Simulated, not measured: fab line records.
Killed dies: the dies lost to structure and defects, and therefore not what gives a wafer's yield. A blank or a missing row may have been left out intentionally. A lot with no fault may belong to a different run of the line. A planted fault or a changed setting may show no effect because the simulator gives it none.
A struck lot beside a sound one :: flow rit cmos :: 15 out of 202 route steps
Sound: wafers L622.1, L622.3, L622.5. Struck: wafer L628.3. The cause is given at the end.
For every step that has rows: the tool of each side, followed by ch and its chambers, followed by its first start. Under that, the readings that differ: sound wafers :: struck wafers :: difference of the means :: sigmas: that difference in standard deviations of wafers without a fault.
alike: words and numbers the same on both sides, and readings whose means are apart by under 2 such deviations; not compared: readings that were withheld, readings missing a value for some wafer, numbers with overlapping values and no deviation given by the record, and bounds like >300 which may hide the same value.
The two part at a step that has a row with sigmas, a row that says differs or no value, or rows on one side only. When numbers do not overlap yet have no deviation, they are printed without sigmas and do not part them. A reading missing from all wafers of one side parts the sides only when that side holds two or more wafers.

RIT_SILICIDE_RTA_06: time 10 s, ramp up 5 s, ramp down 10 s.
  sound on rtp anneal-01 ch 0, day 3 17:08; struck on rtp anneal-01 ch 0, day 5 12:12
  alike: anneal temp c max, wafer_temp_C_max
RIT_CONTACT_CVD_00: deposits SiO2 from TEOS, target thk 400 nm, time 63.55 s.
  sound on pecvd-02 ch 0,1, day 3 17:16; struck on pecvd-02 ch 0, day 5 12:14
  alike: heater power w
RIT_CONTACT_THK_MEAS_01:
  sound on film metro-03, day 3 17:19; struck on film metro-02, day 5 12:19
  alike: CONTACT_TEOS_THK
then, 6 steps without rows for these wafers: RIT_CONTACT_HMDS_02 (prime time 60 s); RIT_CONTACT_COAT_03 (resist thk 1000 nm); RIT_CONTACT_SOFTBAKE_04 (time 60 s); RIT_CONTACT_EXPOSE_05 (exposes mask M11, target cd 1000 nm); RIT_CONTACT_PEB_06; RIT_CONTACT_DEVELOP_07 (develop time 120 s).
RIT_CONTACT_CD_MEAS_08: the cd target is 1000 nm.
  sound on cd sem-02, day 3 18:20; struck on cd sem-02, day 5 13:22
  alike: cd nm
RIT_CONTACT_OVL_MEAS_09:
  sound on overlay-01, day 3 18:28; struck on overlay-01, day 5 13:27
reading: CONTACT_OVL (nm)
sound: 0.0 3.0 1.3
struck: -1.2
difference: -2.6
sigmas: -2
then, 1 step without rows for these wafers: RIT_CONTACT_HARDBAKE_10 (time 60 s).
RIT_CONTACT_ETCH_11: etches SiO2 in CHF3/CF4/Ar, stops on TiSi2, target depth 480 nm, time 320 s.
  sound on rie diel-02 ch 1,2, day 3 18:39; struck on rie diel-02 ch 2, day 5 13:38
reading: over etch frac
sound: 0.2 0.2 0.2
struck: 0.34584
difference: +0.14584
sigmas: 

reading: model.NOVOLAK_of_CONTACT_COAT_03.thk nm (nm)
sound: 763.2 765.2 762.8
struck: 757.5
difference: -6.2
sigmas: 
  alike: drypump motor current A, oes product au, throttle valve pct
  not compared: rf hours counter h
RIT_CONTACT_STRIP_12: strips in O2, time 180 s.
  sound on plasma asher-04 ch 0,1, day 3 18:50; struck on plasma asher-03 ch 0, day 5 13:53
  alike: drypump motor current A
  not compared: rf hours counter h
RIT_M1_PROBE_99:
  sound on prober-02, day 3 23:32; struck on prober-02, day 5 19:02
reading: model.etest.pmos_0p15.r on ohm um
sound: 2814 2802 2748
struck: 3317
difference: +529
sigmas: 

reading: model.etest.pmos turned.r on ohm um
sound: 3463 3500 3416
struck: 3995
difference: +535
sigmas: 

reading: model.etest.nmos_0p15.r on ohm um
sound: 1143 1150 1123
struck: 1351
difference: +212
sigmas: 

reading: model.etest.pmos_0p3.r on ohm um
sound: 6340 6347 6262
struck: 6509
difference: +193
sigmas: 

reading: model.etest.pldd.rs ohm sq
sound: 490.8 492.4 476.2
struck: 391.2
difference: -95.3
sigmas: 

reading: model.etest.nmos_0p3.r on ohm um
sound: 2174 2192 2162
struck: 2262
difference: +86
sigmas: 

reading: model.etest.nmos_0p15.drive ua um
sound: 463.2 462.2 469.4
struck: 373.6
difference: -91.3
sigmas: 

reading: model.etest.pmos_0p15.drive ua um
sound: 250.2 248.9 254.1
struck: 205.8
difference: -45.3
sigmas: 
  alike: killed at front end, killed dies, killed open, killed short

## WHERE THEY PART
Within this record, at RIT_CONTACT_OVL_MEAS_09 only. Later steps at which nothing parts them and some readings are alike: RIT_CONTACT_ETCH_11, RIT_CONTACT_STRIP_12, RIT_M1_PROBE_99.

WHY: the cause the simulator had injected
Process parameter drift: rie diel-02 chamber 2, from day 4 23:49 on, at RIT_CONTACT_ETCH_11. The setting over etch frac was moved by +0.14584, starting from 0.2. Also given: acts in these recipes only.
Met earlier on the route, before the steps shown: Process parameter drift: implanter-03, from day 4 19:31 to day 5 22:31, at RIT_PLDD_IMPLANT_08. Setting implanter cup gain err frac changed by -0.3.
